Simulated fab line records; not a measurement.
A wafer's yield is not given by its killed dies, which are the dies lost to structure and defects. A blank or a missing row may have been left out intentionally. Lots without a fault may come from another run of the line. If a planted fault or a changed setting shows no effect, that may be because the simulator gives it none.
Comparing a struck lot with a sound one || flow ritCmos || 17 out of 202 route steps
Sound: the wafers L700.1, L700.2, L700.5. Struck: wafer L706.5 (left out: L706.1, L706.3 of the same lot, which were not struck); the cause appears at the end.
At each step with rows: each side's tool, then ch and its chambers, then its first start. Under that, the readings that differ: sound wafers || struck wafers || difference of the means || sigmas: that difference in standard deviations of wafers without a fault.
alike: readings with means less than 2 such deviations apart, plus words and numbers identical on both sides. not compared: withheld readings, readings lacking a value on some wafer, bounds such as >300 that could conceal the same value, and numbers that have no deviation in the record and whose values overlap.
Wherever a step has rows on one side only, a row that says differs or no value, or a row with sigmas, the two part there. Numbers that don't overlap but have no deviation are shown without sigmas and don't part them. A reading missing from all wafers of one side parts the sides only when that side holds two or more wafers.

first, 1 step without rows for these wafers: RIT_PSD_IMPLANT_08.
RIT_PSD_STRIP_09: strips in O2, time 180 s.
  sound on plasmaAsher-02 ch 0,1, day 3 03:50; struck on plasmaAsher-04 ch 0, day 4 06:59
  alike: chamberPressureMTorr, drypumpMotorCurrentA
  not compared: rfHoursCounterH
RIT_PSD_TW_MEAS_10:
  sound on filmMetro-03, day 3 04:01; struck on filmMetro-03, day 4 07:09
  alike: PSD_TW
then, 3 steps without rows for these wafers: RIT_SDANNEAL_CLEAN_00 (cleans in SC1, time 600 s); RIT_SDANNEAL_CLEAN_01 (cleans in dHF, time 30 s); RIT_SDANNEAL_CLEAN_02 (cleans in SC2, time 600 s).
RIT_SDANNEAL_RTA_03: time 5 s.
  sound on rtpAnneal-01 ch 0, day 3 04:28; struck on rtpAnneal-01 ch 0, day 4 07:35
  alike: rampDownCPerS, wafer_temp_C_max
RIT_SDANNEAL_RS_MEAS_04: measurement is done with a four-point probe.
  sound on filmMetro-01, day 3 04:32; struck on filmMetro-01, day 4 07:39
  alike: PSD_RS
RIT_SDANNEAL_RS_MEAS_05: measurement is done with a four-point probe.
  sound on filmMetro-01, day 3 04:39; struck on filmMetro-01, day 4 07:46
  alike: NSD_RS
RIT_SDANNEAL_RS_MEAS_06: measurement is done with a four-point probe.
  sound on filmMetro-01, day 3 04:46; struck on filmMetro-01, day 4 07:53
  alike: PLDD_RS
RIT_SDANNEAL_RS_MEAS_07: measurement is done with a four-point probe.
  sound on filmMetro-01, day 3 04:53; struck on filmMetro-01, day 4 08:01
  alike: NLDD_RS
then, 1 step without rows for these wafers: RIT_SILICIDE_WET_ETCH_00 (etches SiO2 in BOE, target depth 14 nm, time 14.28 s).
RIT_SILICIDE_SPUTTER_01: material Ti, target thk 30 nm, time 240 s.
  sound on pvdSputter-04, day 3 05:01; struck on pvdSputter-01, day 4 08:08
{"reading": "model.Ti_of_SILICIDE_SPUTTER_01.thkNm (nm)", "sound": "29.66 29.5 29.66", "struck": 13.09, "difference": -16.52, "sigmas": ""}
  alike: throttleValvePct
RIT_SILICIDE_RS_MEAS_02: measurement is done with a four-point probe.
  sound on filmMetro-02, day 3 05:10; struck on filmMetro-04, day 4 08:17
{"reading": "SILICIDE_TI_RS (ohm/sq)", "sound": "48.5 48.8 48.5", "struck": 139.2, "difference": "+90.6", "sigmas": "+99 or more"}
RIT_SILICIDE_THK_MEAS_03: measures by xrf.
  sound on filmMetro-02, day 3 05:17; struck on filmMetro-04, day 4 08:25
{"reading": "SILICIDE_TI_THK (nm)", "sound": "29.7 29.5 29.7", "struck": 13.2, "difference": -16.4, "sigmas": -40}
RIT_SILICIDE_RTA_04: time 10 s, ramp up 5 s, ramp down 5 s.
  sound on rtpAnneal-02 ch 0, day 3 05:21; struck on rtpAnneal-02 ch 0, day 4 08:28
  alike: wafer_temp_C_max
RIT_M1_PROBE_99:
  sound on prober-02, day 3 11:58; struck on prober-02, day 4 16:52
{"reading": "killedAtFrontEnd", "sound": "13 11 9", "struck": 5, "difference": -6, "sigmas": -2}
{"reading": "model.etest.npolyLine.lineOhmUm", "sound": "165.4 162.2 166.1", "struck": 324.9, "difference": "+160.3", "sigmas": ""}
{"reading": "model.etest.ppolyLine.lineOhmUm", "sound": "157.7 156.3 160.2", "struck": 301.6, "difference": "+143.5", "sigmas": ""}
{"reading": "model.etest.npolyLine.rsOhmSq", "sound": "16.93 17.22 17.2", "struck": 36.43, "difference": "+19.31", "sigmas": ""}
{"reading": "model.etest.ppolyLine.rsOhmSq", "sound": "16.45 16.6 16.75", "struck": 33.97, "difference": "+17.37", "sigmas": ""}
{"reading": "model.etest.ppolyLine.widthNm (nm)", "sound": "104.6 106.6 104.2", "struck": 113.8, "difference": "+8.7", "sigmas": ""}
{"reading": "model.etest.npolyLine.widthNm (nm)", "sound": "103.9 105.5 103.4", "struck": 113.4, "difference": "+9.1", "sigmas": ""}
{"reading": "model.etest.contactPplus.endOhmUm", "sound": "44.33 43.84 43.87", "struck": 31.95, "difference": -12.06, "sigmas": ""}
{"reading": "model.etest.contactNplus.endOhmUm", "sound": "42.12 40.64 42.28", "struck": 31.89, "difference": -9.79, "sigmas": ""}
  alike: killedAtContacts, killedDies, killedOpen, killedShort

== WHERE THEY PART ==
Earliest at RIT_SILICIDE_RS_MEAS_02; latest, in this record, at RIT_M1_PROBE_99.

WHY: whatever the simulator had introduced
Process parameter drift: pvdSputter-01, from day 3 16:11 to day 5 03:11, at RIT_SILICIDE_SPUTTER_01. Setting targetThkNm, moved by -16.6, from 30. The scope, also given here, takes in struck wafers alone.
